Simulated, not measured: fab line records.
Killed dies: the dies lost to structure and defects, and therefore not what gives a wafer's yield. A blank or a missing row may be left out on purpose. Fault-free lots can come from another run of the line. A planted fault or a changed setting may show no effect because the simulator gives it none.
Matching of chambers :: flow berkeley cmos170 :: UCB170_M1_ETCH_11 on rie diel-04: 4 sister chambers
The step etches BARC in N2/H2. 16 wafers are shown with their chamber, then 8 later ones without.

WAFERS WITH THEIR CHAMBER
wafer: L529.1
chamber: 2
throttle valve pct (%): 13.05
bias w (W): 100.3
oes product au (a.u.): 1.003

wafer: L529.4
chamber: 0
throttle valve pct (%): 13.59
bias w (W): 100.1
oes product au (a.u.): 1.016

wafer: L529.6
chamber: 3
throttle valve pct (%): 13.25
bias w (W): 99.8
oes product au (a.u.): 1.012

wafer: L530.1
chamber: 2
throttle valve pct (%): 13.06
bias w (W): 100.1
oes product au (a.u.): 1.007

wafer: L530.3
chamber: 3
throttle valve pct (%): 13.26
bias w (W): 99.8
oes product au (a.u.): 0.998

wafer: L530.5
chamber: 3
throttle valve pct (%): 13.24
bias w (W): 99.1
oes product au (a.u.): 1.006

wafer: L535.1
chamber: 2
throttle valve pct (%): 13.06
bias w (W): 100.5
oes product au (a.u.): 1.010

wafer: L535.3
chamber: 3
throttle valve pct (%): 13.26
bias w (W): 99.7
oes product au (a.u.): 1.003

wafer: L535.5
chamber: 0
throttle valve pct (%): 13.60
bias w (W): 100.0
oes product au (a.u.): 0.997

wafer: L543.1
chamber: 0
throttle valve pct (%): 13.58
bias w (W): 100.1
oes product au (a.u.): 0.995

wafer: L543.4
chamber: 1
throttle valve pct (%): 13.50
bias w (W): 99.7
oes product au (a.u.): 1.002

wafer: L543.5
chamber: 2
throttle valve pct (%): 13.03
bias w (W): 100.3
oes product au (a.u.): 0.993

wafer: L546.2
chamber: 1
throttle valve pct (%): 13.49
bias w (W): 99.6
oes product au (a.u.): 1.013

wafer: L546.4
chamber: 3
throttle valve pct (%): 13.26
bias w (W): 99.8
oes product au (a.u.): 1.013

wafer: L546.6
chamber: 1
throttle valve pct (%): 13.48
bias w (W): 99.7
oes product au (a.u.): 1.027

wafer: L549.2
chamber: 1
throttle valve pct (%): 13.48
bias w (W): 99.5
oes product au (a.u.): 1.016

SIGNATURES (averages over the wafers above)
reading: throttle valve pct
chamber 0: 13.5900
chamber 1: 13.4875
chamber 2: 13.0500
chamber 3: 13.2540
scatter within a chamber: 0.0108

reading: bias w
chamber 0: 100.067
chamber 1: 99.625
chamber 2: 100.300
chamber 3: 99.640
scatter within a chamber: 0.201

reading: oes product au
chamber 0: 1.00267
chamber 1: 1.01450
chamber 2: 1.00325
chamber 3: 1.00640
scatter within a chamber: 0.0087
Rule: a wafer lies at a distance from a chamber equal to the root of the sum of squares, over the readings, of (its reading less the chamber's mean, divided by the reading's scatter). The wafer belongs to the nearest chamber; if the next one is less than 2 further off, it can't be placed. The scatter: take each reading less its chamber's mean, square it, sum over the shown wafers, divide by the number of wafers less the number of chambers, and take the root.

WAFERS WITHOUT THEIR CHAMBER
wafer: L549.3
throttle valve pct (%): 13.06
bias w (W): 99.8
oes product au (a.u.): 1.005

wafer: L549.5
throttle valve pct (%): 13.58
bias w (W): 99.7
oes product au (a.u.): 1.000

wafer: L551.1
throttle valve pct (%): 13.60
bias w (W): 99.8
oes product au (a.u.): 1.010

wafer: L551.3
throttle valve pct (%): 13.51
bias w (W): 100.0
oes product au (a.u.): 1.012

wafer: L551.4
throttle valve pct (%): 13.26
bias w (W): 100.1
oes product au (a.u.): 1.018

wafer: L550.1
throttle valve pct (%): 13.25
bias w (W): 100.7
oes product au (a.u.): 1.005

wafer: L550.2
throttle valve pct (%): 13.05
bias w (W): 99.8
oes product au (a.u.): 0.995

wafer: L550.6
throttle valve pct (%): 13.25
bias w (W): 100.4
oes product au (a.u.): 0.999

WHICH CHAMBER EACH ONE RAN IN
wafer: L549.3
from the rows above: 2
in truth: 2

wafer: L549.5
from the rows above: 0
in truth: 0

wafer: L551.1
from the rows above: 0
in truth: 0

wafer: L551.3
from the rows above: 1
in truth: 1

wafer: L551.4
from the rows above: 3
in truth: 3

wafer: L550.1
from the rows above: 3
in truth: 3

wafer: L550.2
from the rows above: 2
in truth: 2

wafer: L550.6
from the rows above: 3
in truth: 3
Placed correctly: 8 of 8. Left unplaced by these rows: 0. Number placed wrongly: 0.
